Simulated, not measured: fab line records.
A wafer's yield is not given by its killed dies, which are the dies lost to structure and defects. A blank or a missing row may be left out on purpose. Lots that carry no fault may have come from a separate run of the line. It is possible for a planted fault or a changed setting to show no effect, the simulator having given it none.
fab line records    flow berkeley_cmos170
[record] lots = 14  wafers = 42  last_day = 13
route steps=331 shown NLDD@159
lots that met no fault: taken from a fault-free run of the same line
start_h: hours from the record's first day to the start of the lot's first wafer shown    wait_h: hours elapsed since this lot's preceding step    " as in the row above    L1.1+2: several wafers, shown together as one row    - no value present, or no start provided    * or withheld: withheld    < > ~ a bound
route shown NAME@n: a module of which the file shows steps, and the number in the route of the first    usual: average and standard deviation across the fault-free wafers    same: alike in all rows    chamber/n: place in a boat    sites: each site's reading    _std_site: standard deviation of those values    _edge_site: the outer-site mean with the inner-site mean subtracted    radius_mm: how far each site lies from the wafer's centre    mask NAME#n: copy n    behind: tool/chamber where the wafer was last shaped    hold: cause of the lot's hold/its duration in hours/its outcome    device: the n, p or np transistor that did not switch    end of line: the tests these same wafers got at the end of their route    where a step has no rows: the recipe by itself    killed: dies that structure and defects cost at the first sort, which is not the same as the wafer's yield    map: the dies of a wafer, with x for killed, . for not killed, _ for no die there
set.NAME: setting as actually run; set.NAME@STEP: the setting as run at that earlier step    model.NAME: the simulator's own value behind a step, which no gauge read
the route's steps for a sample of lots (tables are steps, rows are wafers)
[[steps]]
[step UCB170_NLDD_COAT_01]
[recipe] resist = KrF  spin_rpm = 1500  resist_thk_nm = 900
[usual] dispense_pressure_kPa = 53/3.2  spin_speed_rpm = 1500.1/0.92
lot.wafer  tool            chamber  start_h  wait_h  dispense_pressure_kPa  spin_speed_rpm
L650.3     litho_track-02  0        158.02   0.1     57                     1498.7
L650.4     "               0        "        "       57                     1500.4
L650.6     "               0        "        "       57                     1501.1
L653.1     litho_track-04  0        169.42   0.1     50                     1500.8
L653.3     "               0        "        "       50                     1501.0
L653.4     "               0        "        "       50                     1499.3
L654.1     litho_track-03  0        169.71   0.1     51                     1501.5
L654.3     "               0        "        "       51                     1498.9
L654.4     "               0        "        "       51                     1499.4
L655.3     litho_track-02  0        171.06   0.1     57                     1500.9
L655.4     "               0        "        "       57                     1500.6
L655.5     "               0        "        "       57                     1500.1
L658.1     litho_track-04  0        204.86   0.1     50                     1500.9
L658.4     "               0        "        "       50                     1498.4
L658.5     "               0        "        "       50                     1499.6
L664.4     litho_track-03  0        218.65   0.1     51                     1500.3
L664.5     "               0        "        "       51                     1499.3
L664.6     "               0        "        "       51                     1500.0
L662.3     litho_track-04  0        218.89   0.1     50                     1502.3
L662.4     "               0        "        "       50                     1499.4
L662.5     "               0        "        "       50                     1498.8
L666.1     litho_track-03  0        242.83   0.1     51                     1499.6
L666.3     "               0        "        "       51                     1499.7
L666.6     "               0        "        "       51                     1500.5
L667.2     litho_track-02  0        243.56   0.1     57                     1499.3
L667.4     "               0        "        "       57                     1501.1
L667.5     "               0        "        "       58                     1499.3
L668.2     litho_track-02  0        244.01   0.1     57                     1499.7
L668.3     "               0        "        "       57                     1499.9
L668.4     "               0        "        "       57                     1500.5
L669.3     litho_track-03  0        258.66   0.1     51                     1499.6
L669.4     "               0        "        "       51                     1499.6
L669.5     "               0        "        "       51                     1500.4
L670.1     litho_track-02  0        271.88   0.1     57                     1499.5
L670.4     "               0        "        "       57                     1498.8
L670.5     "               0        "        "       57                     1500.7
L672.1     litho_track-02  0        278.89   0.1     57                     1499.4
L672.2     "               0        "        "       57                     1500.8
L672.6     "               0        "        "       57                     1499.8
L671.2     litho_track-04  0        283.64   0.1     50                     1500.0
L671.3     "               0        "        "       50                     1500.7
L671.5     "               0        "        "       50                     1500.3
[step UCB170_NLDD_CD_MEAS_06]
[recipe] target_cd_nm = 1200
[usual] cd_nm = 1199.5/1.4
lot.wafer  tool       chamber  start_h  wait_h  cd_nm
L650.3     cd_sem-02  -        158.70   -       1199.9
L650.4     "          -        "        "       1198.9
L650.6     "          -        "        "       1199.8
L653.1     cd_sem-01  -        171.19   -       1199.5
L653.3     "          -        "        "       1199.7
L653.4     "          -        "        "       1198.2
L654.1     cd_sem-02  -        171.46   -       1199.1
L654.3     "          -        "        "       1199.8
L654.4     "          -        "        "       1199.2
L655.3     cd_sem-02  -        172.08   -       1199.0
L655.4     "          -        "        "       1198.8
L655.5     "          -        "        "       1198.8
L658.1     cd_sem-02  -        205.81   -       1193.8
L658.4     "          -        "        "       1195.0
L658.5     "          -        "        "       1194.4
L664.4     cd_sem-02  -        219.93   -       1198.4
L664.5     "          -        "        "       1199.3
L664.6     "          -        "        "       1198.4
L662.3     cd_sem-01  -        220.10   -       1193.6
L662.4     "          -        "        "       1191.9
L662.5     "          -        "        "       1192.4
L666.1     cd_sem-01  -        243.98   -       1198.0
L666.3     "          -        "        "       1198.4
L666.6     "          -        "        "       1197.9
L667.2     cd_sem-01  -        244.96   -       1199.1
L667.4     "          -        "        "       1199.2
L667.5     "          -        "        "       1198.8
L668.2     cd_sem-01  -        245.08   -       1202.2
L668.3     "          -        "        "       1199.7
L668.4     "          -        "        "       1200.7
L669.3     cd_sem-02  -        259.47   -       1199.6
L669.4     "          -        "        "       1199.3
L669.5     "          -        "        "       1200.0
L670.1     cd_sem-01  -        272.70   -       1199.8
L670.4     "          -        "        "       1201.0
L670.5     "          -        "        "       1201.0
L672.1     cd_sem-02  -        279.80   -       1197.5
L672.2     "          -        "        "       1198.2
L672.6     "          -        "        "       1197.5
L671.2     cd_sem-01  -        284.45   -       1199.5
L671.3     "          -        "        "       1200.0
L671.5     "          -        "        "       1199.0
[step UCB170_NLDD_STRIP_10]
[recipe] chemistry = O2  power_w = 400  pressure_mtorr = 3500  platen_temp_c = withheld  o2_flow_sccm = 400  overash_fraction = 0.5
[usual] drypump_motor_current_A = 5.5/0.39  oes_product_au = 0.735/0.0044  strip_time_to_endpoint_s = 21.59/0.069
lot.wafer  tool             chamber  start_h  wait_h  drypump_motor_current_A  oes_product_au  rf_hours_counter_h  strip_time_to_endpoint_s
L650.3     plasma_asher-04  1        159.15   0.1     5.2                      0.732           -                   21.55
L650.4     "                0        "        "       5.0                      0.733           -                   21.57
L650.6     "                1        "        "       5.3                      0.730           -                   21.53
L653.1     plasma_asher-03  0        171.65   0.1     5.9                      0.741           36                  21.70
L653.3     "                0        "        "       5.8                      0.728           -                   21.63
L653.4     "                1        "        "       5.6                      0.741           -                   21.62
L654.1     plasma_asher-03  1        171.95   0.1     5.6                      0.739           37                  21.56
L654.3     "                0        "        "       5.8                      0.732           -                   21.62
L654.4     "                1        "        "       5.6                      0.735           -                   21.57
L655.3     plasma_asher-01  0        172.56   0.1     5.3                      0.735           -                   21.55
L655.4     "                1        "        "       6.1                      0.738           -                   21.54
L655.5     "                1        "        "       6.1                      0.731           -                   21.56
L658.1     plasma_asher-01  0        206.27   0.1     5.3                      0.736           50                  24.24
L658.4     "                0        "        "       5.3                      0.730           -                   24.23
L658.5     "                0        "        "       5.3                      0.735           -                   24.21
L664.4     plasma_asher-04  0        220.35   0.1     5.0                      0.729           -                   21.70
L664.5     "                1        "        "       5.3                      0.732           -                   21.66
L664.6     "                0        "        "       5.0                      0.732           -                   21.59
L662.3     plasma_asher-03  0        220.55   0.1     5.8                      0.743           -                   24.09
L662.4     "                1        "        "       5.6                      0.727           -                   24.16
L662.5     "                0        "        "       5.8                      0.738           -                   24.13
L666.1     plasma_asher-04  0        244.44   0.1     5.0                      0.729           14                  21.52
L666.3     "                1        "        "       5.2                      0.736           -                   21.65
L666.6     "                0        "        "       5.0                      0.728           -                   21.55
L667.2     plasma_asher-03  1        245.40   0.1     5.6                      0.736           44                  21.65
L667.4     "                1        "        "       5.6                      0.728           -                   21.59
L667.5     "                0        "        "       5.8                      0.738           -                   21.52
L668.2     plasma_asher-01  0        245.52   0.1     5.3                      0.734           54                  21.59
L668.3     "                1        "        "       6.2                      0.745           -                   21.70
L668.4     "                0        "        "       5.3                      0.741           -                   21.64
L669.3     plasma_asher-03  0        259.92   0.1     5.9                      0.732           -                   21.56
L669.4     "                1        "        "       5.6                      0.736           -                   21.58
L669.5     "                0        "        "       5.8                      0.733           -                   21.57
L670.1     plasma_asher-01  0        273.15   0.1     5.3                      0.744           56                  21.69
L670.4     "                1        "        "       6.1                      0.738           -                   21.65
L670.5     "                0        "        "       5.3                      0.744           -                   21.62
L672.1     plasma_asher-04  1        280.26   0.1     5.2                      0.736           17                  21.64
L672.2     "                0        "        "       5.0                      0.735           17                  21.61
L672.6     "                1        "        "       5.2                      0.734           -                   21.67
L671.2     plasma_asher-04  1        284.88   0.1     5.3                      0.732           17                  21.71
L671.3     "                1        "        "       5.2                      0.734           -                   21.69
L671.5     "                1        "        "       5.2                      0.727           -                   21.71
[[key]]
[first_sign] step = UCB170_NLDD_CD_MEAS_06  reading = cd_nm  direction = down  sigmas = 4.4  usual = 1199.5  struck = 1193.5
[effect] step = UCB170_NLDD_STRIP_10  reading = strip_time_to_endpoint_s  direction = up  sigmas = 38  usual = *  struck = *
met_at UCB170_NLDD_COAT_01
struck_lots L658,L662
tester_left_out L658,L662
onset_between 169.42 204.86
[fault] kind = process_parameter_drift  tool = litho_track-04  chamber = -  onset_h = 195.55  steps = UCB170_NLDD_COAT_01  channel = resist_thk_nm  offset = *  shape = step  end_h = 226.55  acts_in = *  stated = *
// tester_left_out: of these lots the tester's yield and bins aren't shown, on N5 and GAA mostly nor the transistor test; their killed dies are dies lost to structure and defects alone, not to doping, threshold or leakage, so they don't give the yield
